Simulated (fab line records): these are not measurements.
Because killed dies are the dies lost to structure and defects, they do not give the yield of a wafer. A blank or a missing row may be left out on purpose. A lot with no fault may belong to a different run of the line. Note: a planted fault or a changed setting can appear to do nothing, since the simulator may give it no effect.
fab line records	flow rit_cmos
record: lots: 14	wafers: 42	last_day: 8
route steps=202 shown PLDD@121
lots that met no fault: taken from a fault-free run of the same line
start_h: hours from the record's opening day to when the first of the lot's shown wafers began	wait_h: hours elapsed since this lot's preceding step	" the same as in the row above	L1.1+2: several wafers, shown together as one row	- no value, or no start was given	* or withheld: withheld	< > ~ a bound
route shown NAME@n: a module of which the file shows steps, and the number in the route of the first	usual: the fault-free wafers' mean and standard deviation	same: alike in all rows	chamber/n: place in a boat	sites: the reading at each site	_std_site: their standard deviation	_edge_site: the outer-site mean with the inner-site mean subtracted	radius_mm: how far each site lies from the wafer's centre	mask NAME#n: copy n	behind: the tool/chamber that last shaped the wafer	hold: the reason the lot was held/the length of the hold in hours/how it ended	device: the n, p or np transistor that did not switch	end of line: tests of these same wafers at the route's end	a step given without rows: its recipe and nothing more	killed: count of dies lost to structure and defects at first sort (not the wafer's yield)	map: per-die view of a wafer (x killed, . not killed, _ where there is no die)
set.NAME: the run value of the setting; set.NAME@STEP: its run value at that earlier step	model.NAME: the simulator's own value behind a step, which no gauge read
steps of the route over a sample of lots; a table a step, a row a wafer
== steps ==
step: RIT_PLDD_HARDBAKE_07
recipe: resist: NOVOLAK	temp_c: 140	time_s: 60
usual: heater_power_total_W: 62.55/0.048	plate_temp_C: 139.98/0.14
lot.wafer	tool	chamber	start_h	wait_h	heater_power_total_W	plate_temp_C
L231.4	litho_track-01	0	62.16	0.1	62.50	139.78
L231.5	"	0	"	"	62.55	139.80
L231.6	"	0	"	"	62.55	140.07
L233.1	litho_track-01	0	71.81	0.0	62.54	140.19
L233.2	"	0	"	"	62.51	140.04
L233.5	"	0	"	"	62.62	140.06
L235.1	litho_track-02	0	81.46	0.0	62.58	140.04
L235.3	"	0	"	"	62.59	139.79
L235.4	"	0	"	"	62.58	139.86
L236.3	litho_track-02	0	87.07	0.1	62.51	140.01
L236.4	"	0	"	"	62.64	139.74
L236.5	"	0	"	"	62.62	139.86
L237.1	litho_track-01	0	90.93	0.0	62.51	139.99
L237.3	"	0	"	"	62.48	140.15
L237.4	"	0	"	"	62.55	140.01
L239.2	litho_track-04	0	99.88	0.0	62.57	139.93
L239.4	"	0	"	"	62.52	140.06
L239.5	"	0	"	"	62.58	140.10
L240.3	litho_track-01	0	105.03	0.1	62.57	140.05
L240.4	"	0	"	"	62.57	139.80
L240.5	"	0	"	"	62.53	139.92
L241.1	litho_track-04	0	108.26	0.0	62.57	139.63
L241.2	"	0	"	"	62.50	139.83
L241.3	"	0	"	"	62.54	140.12
L242.1	litho_track-01	0	112.91	0.0	59.59	134.69
L242.2	"	0	"	"	59.55	134.63
L242.5	"	0	"	"	59.56	134.76
L244.1	litho_track-02	0	118.93	0.0	62.60	139.97
L244.4	"	0	"	"	62.54	140.02
L244.6	"	0	"	"	62.55	139.62
L243.2	litho_track-01	0	119.09	0.0	59.51	134.67
L243.3	"	0	"	"	59.57	134.83
L243.4	"	0	"	"	59.58	134.64
L250.1	litho_track-02	0	149.57	0.0	62.57	139.86
L250.3	"	0	"	"	62.51	140.03
L250.6	"	0	"	"	62.54	139.83
L252.1	litho_track-02	0	166.95	0.0	62.54	140.18
L252.2	"	0	"	"	62.59	139.93
L252.4	"	0	"	"	62.55	139.89
L253.1	litho_track-02	0	167.20	0.0	62.45	140.22
L253.2	"	0	"	"	62.58	140.09
L253.3	"	0	"	"	62.54	140.12
== key ==
first_sign: step: RIT_PLDD_HARDBAKE_07	reading: heater_power_total_W	direction: down	sigmas: 62	usual: 62.55	struck: 59.56
effect: step: RIT_PLDD_HARDBAKE_07	reading: plate_temp_C	direction: down	sigmas: 37	usual: *	struck: *
met_at RIT_PLDD_HARDBAKE_07
struck_lots L242,L243
tester_left_out L242,L243
onset_between 105.03 112.91
fault: kind: process_parameter_drift	tool: litho_track-01	chamber: -	onset_h: 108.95	steps: RIT_PLDD_HARDBAKE_07	channel: temp_c	offset: *	shape: step	end_h: 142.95	acts_in: *	stated: *
tester_left_out: of these lots the tester's yield and bins aren't shown, on N5 and GAA mostly nor the transistor test; their killed dies are dies lost to structure and defects alone, not to doping, threshold or leakage, so they don't give the yield
